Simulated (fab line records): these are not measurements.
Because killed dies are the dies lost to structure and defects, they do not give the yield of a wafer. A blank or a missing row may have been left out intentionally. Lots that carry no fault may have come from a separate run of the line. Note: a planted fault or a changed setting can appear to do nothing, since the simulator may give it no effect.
fab line records	flow rit_cmos
record lots=14	wafers=42	last_day=7
route steps=202 shown PWELL@47 CONTACT@180 M1@185
lots with no fault: from the same line, run without faults
start_h: hours from the record's first day to the start of the lot's first wafer shown	wait_h: hours since the lot's step before	" same as the row above	L1.1+2: one row covering several wafers at once	- either no value or no given start	* or withheld: withheld	< > ~ a bound
route shown NAME@n: names a module that has steps shown in the file, with the first one's number in the route	usual: mean/standard deviation taken from wafers without a fault	same: alike in all rows	chamber/n: place in a boat	sites: each site's reading	_std_site: standard deviation across them	_edge_site: outer sites' mean less inner sites'	radius_mm: for every site, how far away it sits from the centre of the wafer	mask NAME#n: copy n	behind: the tool/chamber that last shaped the wafer	hold: what put the lot on hold/how long, in hours/how the hold closed	device: which transistor (n, p or np) failed to switch	end of line: the tests these same wafers got at the end of their route	for a step that has no rows: nothing shown but its recipe	killed: dies that structure and defects cost at the first sort, which is not the same as the wafer's yield	map: shows each die of a wafer: x if killed, . if not, _ if none is there
set.NAME: setting as actually run; set.NAME@STEP: the setting as run at that earlier step	model.NAME: the simulator's own value behind a step, which no gauge read
route steps across a sampled set of lots; one table per step, one row per wafer
services: from which hour (start_h, from the record's first day; less than 0 if before it) a tool's chamber was out of use, for how many hours, and why
## steps
# step RIT_PWELL_IMPLANT_08
# recipe species=B	energy_kev=170	dose_cm2=7e+13	tilt_deg=7
# usual dose_ions_cm2=7.001e+13/6.7e+10	faraday_current_uA=222/4.4
lot.wafer	tool	chamber	start_h	wait_h	dose_ions_cm2	faraday_current_uA
L422.2	implanter-04	0	24.39	0.2	7.006e+13	227
L422.4	"	0	"	"	7.013e+13	227
L422.6	"	0	"	"	7.006e+13	226
L423.1	implanter-03	0	29.07	0.2	7.001e+13	218
L423.4	"	0	"	"	7.021e+13	228
L423.6	"	0	"	"	7.012e+13	225
L424.1	implanter-01	0	32.97	0.2	7.012e+13	217
L424.5	"	0	"	"	7.005e+13	225
L424.6	"	0	"	"	7.005e+13	215
L425.1	implanter-01	0	37.15	0.2	6.997e+13	224
L425.2	"	0	"	"	7.006e+13	219
L425.3	"	0	"	"	6.995e+13	215
L427.1	implanter-04	0	53.37	0.2	7.004e+13	224
L427.2	"	0	"	"	6.996e+13	222
L427.4	"	0	"	"	6.998e+13	217
L428.2	implanter-03	0	60.19	0.2	7.003e+13	227
L428.3	"	0	"	"	7e+13	224
L428.5	"	0	"	"	7.006e+13	217
L429.1	implanter-01	0	66.61	0.2	7.003e+13	222
L429.3	"	0	"	"	6.995e+13	219
L429.4	"	0	"	"	7.005e+13	229
L434.2	implanter-04	0	85.74	0.2	6.987e+13	223
L434.3	"	0	"	"	7.002e+13	217
L434.5	"	0	"	"	7.002e+13	220
L435.2	implanter-03	0	88.89	0.2	6.999e+13	218
L435.4	"	0	"	"	6.985e+13	218
L435.5	"	0	"	"	6.993e+13	218
L437.1	implanter-04	0	99.65	0.2	7.713e+13	247
L437.5	"	0	"	"	7.695e+13	248
L437.6	"	0	"	"	7.696e+13	238
L439.1	implanter-04	0	110.46	0.2	7.694e+13	236
L439.3	"	0	"	"	7.687e+13	240
L439.4	"	0	"	"	7.701e+13	254
L440.1	implanter-03	0	113.63	0.2	6.998e+13	231
L440.3	"	0	"	"	7.003e+13	214
L440.6	"	0	"	"	7.003e+13	223
L443.1	implanter-01	0	129.10	0.2	6.996e+13	220
L443.3	"	0	"	"	7.008e+13	216
L443.5	"	0	"	"	7.002e+13	230
L444.3	implanter-03	0	133.98	0.2	7.003e+13	227
L444.4	"	0	"	"	6.991e+13	217
L444.5	"	0	"	"	6.99e+13	219
# step RIT_PWELL_TW_MEAS_10
# usual PWELL_TW=950/7
lot.wafer	tool	chamber	start_h	wait_h	hold	PWELL_TW
L422.2	film_metro-02	-	24.70	0.1	-	945
L422.4	"	-	"	"	-	938
L422.6	"	-	"	"	-	944
L423.1	film_metro-03	-	29.40	0.1	-	947
L423.4	"	-	"	"	-	941
L423.6	"	-	"	"	-	944
L424.1	film_metro-02	-	33.30	0.1	-	942
L424.5	"	-	"	"	-	942
L424.6	"	-	"	"	-	941
L425.1	film_metro-01	-	37.47	0.1	-	959
L425.2	"	-	"	"	-	960
L425.3	"	-	"	"	-	957
L427.1	film_metro-03	-	53.69	0.1	-	955
L427.2	"	-	"	"	-	945
L427.4	"	-	"	"	-	946
L428.2	film_metro-03	-	60.50	0.1	-	949
L428.3	"	-	"	"	-	950
L428.5	"	-	"	"	-	955
L429.1	film_metro-02	-	66.94	0.1	-	942
L429.3	"	-	"	"	-	940
L429.4	"	-	"	"	-	944
L434.2	film_metro-02	-	86.05	0.1	-	939
L434.3	"	-	"	"	-	942
L434.5	"	-	"	"	-	941
L435.2	film_metro-02	-	89.20	0.1	-	946
L435.4	"	-	"	"	-	945
L435.5	"	-	"	"	-	945
L437.1	film_metro-02	-	99.97	0.1	await_dispo/0.2h/release	979
L437.5	"	-	"	"	await_dispo/0.2h/release	979
L437.6	"	-	"	"	await_dispo/0.2h/release	979
L437.1	film_metro-02	-	100.20	0.2	-	979
L437.5	"	-	"	"	-	980
L437.6	"	-	"	"	-	985
L439.1	film_metro-02	-	110.79	0.1	await_dispo/0.2h/release	979
L439.3	"	-	"	"	await_dispo/0.2h/release	978
L439.4	"	-	"	"	await_dispo/0.2h/release	982
L439.1	film_metro-02	-	111.02	0.2	-	983
L439.3	"	-	"	"	-	971
L439.4	"	-	"	"	-	981
L440.1	film_metro-02	-	113.95	0.1	-	947
L440.3	"	-	"	"	-	950
L440.6	"	-	"	"	-	950
L443.1	film_metro-03	-	129.43	0.1	-	951
L443.3	"	-	"	"	-	949
L443.5	"	-	"	"	-	955
L444.3	film_metro-01	-	134.27	0.1	-	958
L444.4	"	-	"	"	-	958
L444.5	"	-	"	"	-	960
# step RIT_WELLDRIVE_RS_MEAS_02
# recipe thk_meas_gauge=four-point-probe
# usual PWELL_RS=430.1/1.1
lot.wafer	tool	chamber	start_h	wait_h	hold	PWELL_RS[ohm/sq]
L422.2	film_metro-01	-	29.97	0.1	-	430.6
L422.4	"	-	"	"	-	430.6
L422.6	"	-	"	"	-	429.4
L423.1	film_metro-01	-	35.03	0.1	-	429.3
L423.4	"	-	"	"	-	430.0
L423.6	"	-	"	"	-	430.6
L424.1	film_metro-03	-	38.57	0.1	-	431.0
L424.5	"	-	"	"	-	429.1
L424.6	"	-	"	"	-	429.9
L425.1	film_metro-02	-	42.83	0.1	-	431.1
L425.2	"	-	"	"	-	429.3
L425.3	"	-	"	"	-	431.6
L427.1	film_metro-02	-	61.57	0.1	-	430.1
L427.2	"	-	"	"	-	428.5
L427.4	"	-	"	"	-	428.7
L428.2	film_metro-01	-	67.99	0.1	-	429.6
L428.3	"	-	"	"	-	428.6
L428.5	"	-	"	"	-	429.4
L429.1	film_metro-03	-	72.54	0.1	-	430.4
L429.3	"	-	"	"	-	431.4
L429.4	"	-	"	"	-	429.5
L434.2	film_metro-02	-	92.56	0.1	-	430.9
L434.3	"	-	"	"	-	429.3
L434.5	"	-	"	"	-	430.8
L435.2	film_metro-02	-	95.16	0.1	-	429.1
L435.4	"	-	"	"	-	428.6
L435.5	"	-	"	"	-	428.8
L437.1	film_metro-01	-	107.77	0.1	await_dispo/0.2h/release	403.4
L437.5	"	-	"	"	await_dispo/0.2h/release	405.2
L437.6	"	-	"	"	await_dispo/0.2h/release	403.9
L437.1	film_metro-01	-	108.06	0.3	-	404.8
L437.5	"	-	"	"	-	404.5
L437.6	"	-	"	"	-	404.2
L440.1	film_metro-03	-	119.22	0.1	-	430.8
L440.3	"	-	"	"	-	429.3
L440.6	"	-	"	"	-	430.4
L439.1	film_metro-03	-	120.12	0.2	await_dispo/0.2h/release	404.6
L439.3	"	-	"	"	await_dispo/0.2h/release	405.3
L439.4	"	-	"	"	await_dispo/0.2h/release	404.9
L439.1	film_metro-03	-	120.41	0.3	-	404.5
L439.3	"	-	"	"	-	404.5
L439.4	"	-	"	"	-	404.9
L443.1	film_metro-02	-	134.81	0.1	-	430.3
L443.3	"	-	"	"	-	430.4
L443.5	"	-	"	"	-	429.5
L444.3	film_metro-02	-	139.55	0.1	-	429.1
L444.4	"	-	"	"	-	429.9
L444.5	"	-	"	"	-	428.5
# step RIT_CONTACT_STRIP_12
# recipe chemistry=O2	time_s=180	resist=NOVOLAK	platen_temp_c=withheld	power_w=500	pressure_mtorr=4000	o2_flow_sccm=4000
# usual chamber_pressure_mTorr=4000/3.8	drypump_motor_current_A=5.8/0.35
lot.wafer	tool	chamber	start_h	wait_h	chamber_pressure_mTorr	drypump_motor_current_A	rf_hours_counter_h
L422.2	plasma_asher-03	1	60.35	0.1	4005	5.5	28
L422.4	"	0	"	"	4000	5.6	-
L422.6	"	0	"	"	4003	5.5	-
L423.1	plasma_asher-02	0	61.29	0.1	4004	5.7	41
L423.4	"	0	"	"	3998	5.7	-
L423.6	"	0	"	"	4001	5.7	-
L424.1	plasma_asher-04	1	73.88	0.1	4000	5.8	44
L424.5	"	1	"	"	4004	5.8	-
L424.6	"	0	"	"	3998	6.0	-
L425.1	plasma_asher-02	1	75.74	0.1	4001	6.5	43
L425.2	"	0	"	"	3995	5.6	43
L425.3	"	1	"	"	3996	6.5	-
L427.1	plasma_asher-04	1	90.11	0.1	4000	5.8	46
L427.2	"	0	"	"	4002	6.0	46
L427.4	"	0	"	"	3998	6.0	-
L428.2	plasma_asher-03	1	97.17	0.1	3995	5.4	32
L428.3	"	0	"	"	3999	5.5	-
L428.5	"	0	"	"	3993	5.5	-
L429.1	plasma_asher-03	0	99.69	0.1	3998	5.6	32
L429.3	"	1	"	"	4001	5.5	-
L429.4	"	0	"	"	3999	5.5	-
L434.2	plasma_asher-02	0	117.11	0.1	4004	5.7	48
L434.3	"	0	"	"	3998	5.7	-
L434.5	"	0	"	"	4003	5.7	-
L435.2	plasma_asher-04	0	123.28	0.1	3997	6.1	50
L435.4	"	1	"	"	3999	5.8	-
L435.5	"	1	"	"	4008	5.8	-
L440.1	plasma_asher-03	1	143.31	0.1	4003	5.5	37
L440.3	"	1	"	"	4007	5.5	-
L440.6	"	0	"	"	4001	5.5	-
L437.1	plasma_asher-03	1	144.54	0.1	3993	5.5	36
L437.5	"	0	"	"	3999	5.6	-
L437.6	"	1	"	"	4004	5.5	-
L439.1	plasma_asher-03	0	152.73	0.1	4006	5.5	37
L439.3	"	0	"	"	3997	5.5	-
L439.4	"	1	"	"	3995	5.5	-
L443.1	plasma_asher-03	1	161.38	0.1	3997	5.5	39
L443.3	"	1	"	"	3999	5.5	-
L443.5	"	1	"	"	4001	5.5	-
L444.3	plasma_asher-03	1	171.82	0.2	3999	5.4	-
L444.4	"	0	"	"	3996	5.5	-
L444.5	"	0	"	"	3993	5.5	-
# step RIT_M1_RS_MEAS_01
# recipe thk_meas_gauge=four-point-probe	reads=Al_of_M1_SPUTTER_00
# usual M1_AL_RS=0.0740/0.00093
lot.wafer	tool	chamber	start_h	wait_h	M1_AL_RS[ohm/sq]
L422.2	film_metro-01	-	61.34	0.2	0.0754
L422.4	"	-	"	"	0.0744
L422.6	"	-	"	"	0.0751
L423.1	film_metro-04	-	62.26	0.1	0.0724
L423.4	"	-	"	"	0.0720
L423.6	"	-	"	"	0.0722
L424.1	film_metro-04	-	74.82	0.1	0.0750
L424.5	"	-	"	"	0.0738
L424.6	"	-	"	"	0.0758
L425.1	film_metro-03	-	76.68	0.1	0.0727
L425.2	"	-	"	"	0.0746
L425.3	"	-	"	"	0.0725
L427.1	film_metro-01	-	91.05	0.1	0.0729
L427.2	"	-	"	"	0.0727
L427.4	"	-	"	"	0.0741
L428.2	film_metro-01	-	98.13	0.2	0.0744
L428.3	"	-	"	"	0.0758
L428.5	"	-	"	"	0.0756
L429.1	film_metro-01	-	100.63	0.1	0.0730
L429.3	"	-	"	"	0.0729
L429.4	"	-	"	"	0.0730
L434.2	film_metro-04	-	118.36	0.2	0.0735
L434.3	"	-	"	"	0.0739
L434.5	"	-	"	"	0.0744
L435.2	film_metro-04	-	124.45	0.2	0.0751
L435.4	"	-	"	"	0.0755
L435.5	"	-	"	"	0.0748
L440.1	film_metro-04	-	144.27	0.1	0.0734
L440.3	"	-	"	"	0.0746
L440.6	"	-	"	"	0.0734
L437.1	film_metro-03	-	145.49	0.1	0.0734
L437.5	"	-	"	"	0.0751
L437.6	"	-	"	"	0.0742
L439.1	film_metro-03	-	153.70	0.1	0.0744
L439.3	"	-	"	"	0.0737
L439.4	"	-	"	"	0.0751
L443.1	film_metro-03	-	162.32	0.1	0.0754
L443.3	"	-	"	"	0.0758
L443.5	"	-	"	"	0.0752
L444.3	film_metro-01	-	172.95	0.2	0.0725
L444.4	"	-	"	"	0.0735
L444.5	"	-	"	"	0.0724
# step RIT_M1_BOW_MEAS_16
# recipe mode=bow
# usual M1_BOW=17/7.1
lot.wafer	tool	chamber	start_h	wait_h	M1_BOW[um]
L422.2	film_metro-01	-	64.99	0.0	21
L422.4	"	-	"	"	11
L422.6	"	-	"	"	20
L423.1	film_metro-03	-	66.47	0.0	17
L423.4	"	-	"	"	25
L423.6	"	-	"	"	15
L424.1	film_metro-04	-	78.58	0.0	12
L424.5	"	-	"	"	25
L424.6	"	-	"	"	33
L425.1	film_metro-01	-	80.58	0.0	17
L425.2	"	-	"	"	19
L425.3	"	-	"	"	18
L427.1	film_metro-01	-	94.83	0.0	17
L427.2	"	-	"	"	10
L427.4	"	-	"	"	10
L428.2	film_metro-03	-	102.05	0.0	21
L428.3	"	-	"	"	15
L428.5	"	-	"	"	12
L429.1	film_metro-04	-	105.41	0.0	13
L429.3	"	-	"	"	29
L429.4	"	-	"	"	14
L434.2	film_metro-03	-	122.24	0.0	16
L434.3	"	-	"	"	13
L434.5	"	-	"	"	14
L435.2	film_metro-04	-	128.17	0.0	10
L435.4	"	-	"	"	20
L435.5	"	-	"	"	10
L440.1	film_metro-03	-	147.87	0.0	11
L440.3	"	-	"	"	26
L440.6	"	-	"	"	17
L437.1	film_metro-03	-	149.11	0.0	8
L437.5	"	-	"	"	13
L437.6	"	-	"	"	16
L439.1	film_metro-03	-	157.30	0.0	7
L439.3	"	-	"	"	25
L439.4	"	-	"	"	19
L443.1	film_metro-01	-	166.01	0.0	15
L443.3	"	-	"	"	19
L443.5	"	-	"	"	18
L444.3	film_metro-04	-	176.55	0.0	14
L444.4	"	-	"	"	9
L444.5	"	-	"	"	11
# step RIT_M1_PROBE_99
# usual killed_at_contacts=0.0/0.2	killed_at_front_end=6.8/3	killed_dies=6.9/3	killed_open=3.3/1.9	killed_short=3.6/1.9
# same gross_dies=264	killed_at_M0_to_M3=0	killed_at_M4_up=0	killed_at_back_side=0	killed_at_other=0
lot.wafer	tool	chamber	start_h	wait_h	killed_at_contacts	killed_at_front_end	killed_dies	killed_open	killed_short
L437.1	prober-01	-	149.23	0.1	0	9	9	5	4
L437.5	prober-01	-	149.43	0.2	0	3	3	3	0
L437.6	prober-01	-	149.48	0.2	0	11	11	4	7
L439.1	prober-01	-	157.42	0.1	0	12	12	8	4
L439.3	prober-01	-	157.52	0.2	0	5	5	3	2
L439.4	prober-01	-	157.57	0.2	0	8	8	3	5
# killed by level:class
L437.1 FOX2:geometric_particle:open=3 FOX2:geometric_particle:short=1 GATE:geometric_particle:short=1 REOX:geometric_particle:short=1 REOX:geometric_particle:open=1 SPACER:geometric_particle:short=1 SPACER:geometric_particle:open=1
L437.5 SILICIDE:geometric_particle:open=2 GATE:geometric_particle:open=1
L437.6 GATE:geometric_particle:short=4 FOX2:geometric_particle:short=2 GATE:geometric_particle:open=2 FOX1:geometric_particle:open=1 FOX2:geometric_particle:open=1 SILICIDE:geometric_particle:short=1
L439.1 GATE:geometric_particle:open=5 GATE:geometric_particle:short=2 FOX1:geometric_particle:short=1 FOX1:geometric_particle:open=1 REOX:geometric_particle:open=1 SPACER:geometric_particle:short=1 SPACER:geometric_particle:open=1
L439.3 REOX:geometric_particle:open=2 REOX:geometric_particle:short=1 SPACER:geometric_particle:open=1 SPACER:geometric_particle:short=1
L439.4 GATE:geometric_particle:short=4 REOX:geometric_particle:open=2 FOX1:geometric_particle:short=1 SPACER:geometric_particle:open=1
## services
tool	chamber	start_h	hours	kind
plasma_asher-03	-	16.05	4.5	repair
implanter-03	-	23.99	4.8	pm
implanter-04	-	26.75	3.9	pm
implanter-01	-	28.80	3.3	pm
plasma_asher-04	-	46.25	2.0	repair
implanter-03	-	121.80	3.5	repair
plasma_asher-02	-	142.05	0.5	repair
implanter-04	-	144.61	3.6	repair
implanter-03	-	155.93	1.4	repair
implanter-04	-	159.60	2.5	repair
## key
first_sign step=RIT_PWELL_IMPLANT_08	reading=dose_ions_cm2	direction=up	sigmas=99+	usual=7.001e+13	struck=7.697e+13
effect step=RIT_PWELL_IMPLANT_08	reading=faraday_current_uA	direction=up	sigmas=5	usual=222	struck=244
effect step=RIT_PWELL_TW_MEAS_10	reading=visit	direction=added
effect step=RIT_WELLDRIVE_RS_MEAS_02	reading=visit	direction=added
effect step=RIT_WELLDRIVE_RS_MEAS_02	reading=PWELL_RS	direction=down	sigmas=23	usual=430.1	struck=404.5
met_at RIT_PWELL_IMPLANT_08
struck_lots L437,L439
tester_left_out L437,L439
not_acting_at RIT_CONTACT_STRIP_12,RIT_M1_RS_MEAS_01,RIT_M1_BOW_MEAS_16
onset_between 85.74 99.65
fault kind=process_parameter_drift	tool=implanter-04	chamber=-	onset_h=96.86	steps=RIT_PWELL_IMPLANT_08	channel=dose_cm2	offset=7e+12	shape=step	end_h=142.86	acts_in=these_recipes_only	stated=7e+13
# tester_left_out: of these lots the tester's yield and bins aren't shown, on N5 and GAA mostly nor the transistor test; their killed dies are dies lost to structure and defects alone, not to doping, threshold or leakage, so they don't give the yield
